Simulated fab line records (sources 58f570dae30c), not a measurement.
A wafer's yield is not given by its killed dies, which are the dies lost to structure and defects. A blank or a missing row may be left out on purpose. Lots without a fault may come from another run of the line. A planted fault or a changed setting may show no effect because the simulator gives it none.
Comparing a struck lot with a sound one || flow berkeley-cmos170 || 14 steps out of a route of 331
Sound: the wafers L206.1, L206.3, L206.5. The struck wafers were L210.2, L210.4, L210.5. The cause is given at the end.
At each step with rows: each side's tool, then ch and its chambers, then its first start. Under that, the readings that differ: sound wafers || struck wafers || difference of the means || sigmas: that difference in standard deviations of wafers without a fault.
alike: words and numbers the same on both sides, and readings whose means are apart by under 2 such deviations; not compared: readings that were withheld, readings missing a value for some wafer, numbers with overlapping values and no deviation given by the record, and bounds like >300 which may hide the same value.
Wherever a step has rows on one side only, a row that says differs or no value, or a row with sigmas, the two part there. When numbers do not overlap yet have no deviation, they are printed without sigmas and do not part them. A reading missing from all wafers of one side parts the sides only when that side holds two or more wafers.

UCB170_PVT_STRIP_08: strips in O2.
  sound on plasma-asher-01 ch 0, day 8 19:08; struck on plasma-asher-02 ch 0, day 9 14:38
  alike: drypump-motor-current-A, oes-product-au, strip-time-to-endpoint-s
  not compared: rf-hours-counter-h
UCB170_PVT_TW_MEAS_09:
  struck on film-metro-02, day 9 14:44; sound on film-metro-02, day 8 19:14
  alike: PVT_TW
then, 1 step without rows for these wafers: UCB170_GATE_WET_ETCH_00 (etches SiO2 in dHF, time 200 s).
UCB170_FIELD_THK_MEAS_91:
  struck on film-metro-02, day 9 14:52; sound on film-metro-04, day 8 19:26
{"reading": "FIELD_OXIDE_LEFT_2_THK (nm)", "sound": "363 351 354", "struck": "337 326 326", "difference": -26, "sigmas": -2}
then, 1 step without rows for these wafers: UCB170_GATE_OXIDATION_01 (target thk 6.6 nm, ox time 1800 s).
UCB170_GATE_THK_MEAS_02:
  struck on film-metro-01, day 9 19:54; sound on film-metro-02, day 9 00:58
  alike: GATE_OXIDE_THK
then, 2 steps without rows for these wafers: UCB170_GATE_ANNEAL_03 (time 1800 s); UCB170_GATE_CVD_04 (deposits poly-Si from SiH4, time 1440 s, target thk 214 nm).
UCB170_GATE_THK_MEAS_05:
  struck on film-metro-03, day 10 03:07; sound on film-metro-01, day 9 07:32
  alike: GATE_POLY_THK
then, 3 steps without rows for these wafers: UCB170_GATE_COAT_06; UCB170_GATE_COAT_07 (resist thk 900 nm); UCB170_GATE_SOFTBAKE_08 (time 60 s).
UCB170_GATE_EXPOSE_09: exposes mask POLY, target cd 350 nm.
  struck on krf-scanner-01, day 10 04:00; sound on krf-scanner-02 ch 0, day 9 08:51
  no value came back on the struck wafers for exposure-dose-mJ-cm2, focus-offset-nm (nm), sigma-outer; on the sound wafers exposure-dose-mJ-cm2 reads 20.956 20.963 20.963
  alike: mask
next, for these wafers, 1 step has no rows: UCB170_GATE_PEB_10.

## WHERE THEY PART
At UCB170_FIELD_THK_MEAS_91 first; at UCB170_GATE_EXPOSE_09 last (within this record only).

WHY: the cause the simulator had injected
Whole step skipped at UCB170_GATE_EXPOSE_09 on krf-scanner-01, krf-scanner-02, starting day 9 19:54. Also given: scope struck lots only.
